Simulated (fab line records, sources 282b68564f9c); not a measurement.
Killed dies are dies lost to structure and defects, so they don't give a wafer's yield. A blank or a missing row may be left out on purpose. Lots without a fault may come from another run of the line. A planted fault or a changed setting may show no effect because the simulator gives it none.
A struck lot beside a sound one | flow rit_cmos | 43 steps out of a route of 202
Sound: wafers L717.1, L717.2, L717.3. Struck: wafers L733.1, L733.3, L733.4. The cause comes at the end.
At each step with rows: each side's tool, then ch and its chambers, then its first start. Under that, the readings that differ: sound wafers | struck wafers | difference of the means | sigmas: that difference in standard deviations of wafers without a fault.
alike: readings whose means differ by less than 2 such deviations, and words and numbers that are the same on both sides. not compared: withheld readings, readings that some wafer has no value for, bounds like >300 that may hide the same value, and numbers for which the record gives no deviation and whose values overlap.
The two part at a step that has a row with sigmas, a row that says differs or no value, or rows on one side only. Numbers that don't overlap but have no deviation are shown without sigmas and don't part them. A reading that every wafer of one side lacks parts them only if that side has two wafers or more.

first, 1 step without rows for these wafers: RIT_SDANNEAL_CLEAN_02 (cleans in SC2, time 600 s).
RIT_SDANNEAL_RTA_03: time 5 s.
  sound on rtp_anneal-02 ch 0, day 3 07:06; struck on rtp_anneal-02 ch 0, day 6 10:22
  alike: wafer_temp_C_max
RIT_SDANNEAL_RS_MEAS_04: measures by four-point-probe.
  sound on film_metro-04, day 3 07:10; struck on film_metro-04, day 6 10:25
  alike: PSD_RS
RIT_SDANNEAL_RS_MEAS_05: measures by four-point-probe.
  sound on film_metro-04, day 3 07:17; struck on film_metro-04, day 6 10:32
  reading         | sound             | struck            | difference | sigmas
  NSD_RS (ohm/sq) | 84.80 84.67 85.15 | 84.15 83.97 83.75 | -0.92      | -3
RIT_SDANNEAL_RS_MEAS_06: measures by four-point-probe.
  sound on film_metro-04, day 3 07:24; struck on film_metro-04, day 6 10:40
  alike: PLDD_RS
RIT_SDANNEAL_RS_MEAS_07: measures by four-point-probe.
  sound on film_metro-04, day 3 07:31; struck on film_metro-04, day 6 10:47
  alike: NLDD_RS
then, 1 step without rows for these wafers: RIT_SILICIDE_WET_ETCH_00 (etches SiO2 in BOE, target depth 14 nm, time 15 s).
RIT_SILICIDE_SPUTTER_01: material Ti, target thk 30 nm, time 240 s.
  sound on pvd_sputter-02, day 3 07:39; struck on pvd_sputter-01, day 6 10:55
  alike: throttle_valve_pct
RIT_SILICIDE_RS_MEAS_02: measures by four-point-probe.
  sound on film_metro-01, day 3 07:48; struck on film_metro-03, day 6 11:04
  alike: SILICIDE_TI_RS
RIT_SILICIDE_THK_MEAS_03: measures by xrf.
  sound on film_metro-01, day 3 07:55; struck on film_metro-03, day 6 11:11
  alike: SILICIDE_TI_THK
RIT_SILICIDE_RTA_04: time 10 s, ramp up 5 s, ramp down 5 s.
  sound on rtp_anneal-01 ch 0, day 3 07:59; struck on rtp_anneal-01 ch 0, day 6 11:15
  alike: wafer_temp_C_max
then, 1 step without rows for these wafers: RIT_SILICIDE_WET_ETCH_05 (etches Ti in SPM, time 120 s).
RIT_SILICIDE_RTA_06: time 10 s, ramp up 5 s, ramp down 10 s.
  sound on rtp_anneal-02 ch 0, day 3 08:05; struck on rtp_anneal-02 ch 0, day 6 11:22
  alike: wafer_temp_C_max
then, 1 step without rows for these wafers: RIT_CONTACT_CVD_00 (deposits SiO2 from TEOS, target thk 400 nm, time 61 s).
RIT_CONTACT_THK_MEAS_01:
  sound on film_metro-04, day 3 08:13; struck on film_metro-04, day 6 11:29
  alike: CONTACT_TEOS_THK
then, 6 steps without rows for these wafers: RIT_CONTACT_HMDS_02 (prime time 60 s); RIT_CONTACT_COAT_03 (resist thk 1000 nm); RIT_CONTACT_SOFTBAKE_04 (time 60 s); RIT_CONTACT_EXPOSE_05 (exposes mask M11, target cd 1000 nm); RIT_CONTACT_PEB_06; RIT_CONTACT_DEVELOP_07 (develop time 120 s).
RIT_CONTACT_CD_MEAS_08: target cd 1000 nm.
  sound on cd_sem-01, day 3 09:22; struck on cd_sem-02, day 6 12:38
  alike: cd_nm
RIT_CONTACT_OVL_MEAS_09:
  sound on overlay-01, day 3 09:29; struck on overlay-01, day 6 12:45
  alike: CONTACT_OVL
then, 3 steps without rows for these wafers: RIT_CONTACT_HARDBAKE_10 (time 60 s); RIT_CONTACT_ETCH_11 (etches SiO2 in CHF3/CF4/Ar, stops on TiSi2, target depth 480 nm, time 320 s); RIT_CONTACT_STRIP_12 (strips in O2, time 180 s).
RIT_CONTACT_CD_MEAS_90: target cd 1000 nm.
  sound on cd_sem-01, day 3 10:02; struck on cd_sem-02, day 6 13:19
  alike: cd_nm
then, 2 steps without rows for these wafers: RIT_CONTACT_CLEAN_13 (cleans in SC1, time 600 s); RIT_CONTACT_CLEAN_14 (cleans in SC2, time 600 s).
RIT_M1_SPUTTER_00: material Al, target thk 400 nm, time 500 s.
  sound on pvd_sputter-03, day 3 10:30; struck on pvd_sputter-02, day 6 13:58
  alike: throttle_valve_pct
RIT_M1_RS_MEAS_01: measures by four-point-probe.
  sound on film_metro-02, day 3 10:48; struck on film_metro-02, day 6 14:17
  alike: M1_AL_RS
RIT_M1_THK_MEAS_02: measures by xrf.
  sound on film_metro-02, day 3 10:55; struck on film_metro-02, day 6 14:24
  alike: M1_AL_THK
then, 6 steps without rows for these wafers: RIT_M1_HMDS_03 (prime time 60 s); RIT_M1_COAT_04 (resist thk 1300 nm); RIT_M1_SOFTBAKE_05 (time 60 s); RIT_M1_EXPOSE_06 (exposes mask M12, target cd 2600 nm); RIT_M1_PEB_07; RIT_M1_DEVELOP_08 (develop time 68 s).
RIT_M1_CD_MEAS_09: target cd 2600 nm.
  sound on cd_sem-02, day 3 12:04; struck on cd_sem-01, day 6 15:28
  alike: cd_nm
RIT_M1_OVL_MEAS_10:
  sound on overlay-02, day 3 12:11; struck on overlay-01, day 6 15:35
  alike: M1_OVL
then, 1 step without rows for these wafers: RIT_M1_HARDBAKE_11 (time 120 s).
RIT_M1_METAL_ETCH_12: etches Al in Cl2/BCl3, stops on SiO2, time 165 s, target depth 600 nm.
  sound on rie_metal-04 ch 0,1, day 3 12:29; struck on rie_metal-02 ch 0,1, day 6 15:52
  alike: drypump_motor_current_A, oes_product_au, throttle_valve_pct
  not compared: rf_hours_counter_h
RIT_M1_PROBE_99:
  sound on prober-01, day 3 15:31; struck on prober-02, day 6 18:28
  reading                           | sound             | struck            | difference | sigmas
  model.etest.npoly_sal.rs_ohm_sq   | 4.278 4.279 4.259 | 8.258 8.322 8.169 | +3.978     |
  model.etest.pplus_sal.rs_ohm_sq   | 4.265 4.24 4.276  | 8.107 8.206 8.062 | +3.865     |
  model.etest.ppoly_sal.rs_ohm_sq   | 4.245 4.246 4.239 | 8.05 8.094 7.95   | +3.79      |
  model.etest.nplus_sal.rs_ohm_sq   | 4.202 4.218 4.228 | 8.065 8.1 7.892   | +3.803     |
  model.etest.pplus_sal.line_ohm_um | 1.251 1.238 1.219 | 2.34 2.347 2.308  | +1.10      |
  model.etest.nplus_sal.line_ohm_um | 1.223 1.243 1.226 | 2.32 2.376 2.307  | +1.10      |
  model.etest.contact_npoly.rc_ohm  | 1.402 1.38 1.364  | 2.407 2.364 2.423 | +1.016     |
  model.etest.contact_nplus.rc_ohm  | 1.373 1.361 1.35  | 2.404 2.496 2.385 | +1.067     |
  alike: killed_at_contacts, killed_at_front_end, killed_dies, killed_open, killed_short

WHERE THEY PART
Only at RIT_SDANNEAL_RS_MEAS_05, within this record. Later steps at which nothing parts them and some readings are alike: RIT_SDANNEAL_RS_MEAS_06, RIT_SDANNEAL_RS_MEAS_07, RIT_SILICIDE_SPUTTER_01, RIT_SILICIDE_RS_MEAS_02, RIT_SILICIDE_THK_MEAS_03, RIT_SILICIDE_RTA_04, RIT_SILICIDE_RTA_06, RIT_CONTACT_THK_MEAS_01, RIT_CONTACT_CD_MEAS_08, RIT_CONTACT_OVL_MEAS_09, RIT_CONTACT_CD_MEAS_90, RIT_M1_SPUTTER_00, RIT_M1_RS_MEAS_01, RIT_M1_THK_MEAS_02, RIT_M1_CD_MEAS_09, RIT_M1_OVL_MEAS_10, RIT_M1_METAL_ETCH_12, RIT_M1_PROBE_99.

WHY: what the simulator had put in
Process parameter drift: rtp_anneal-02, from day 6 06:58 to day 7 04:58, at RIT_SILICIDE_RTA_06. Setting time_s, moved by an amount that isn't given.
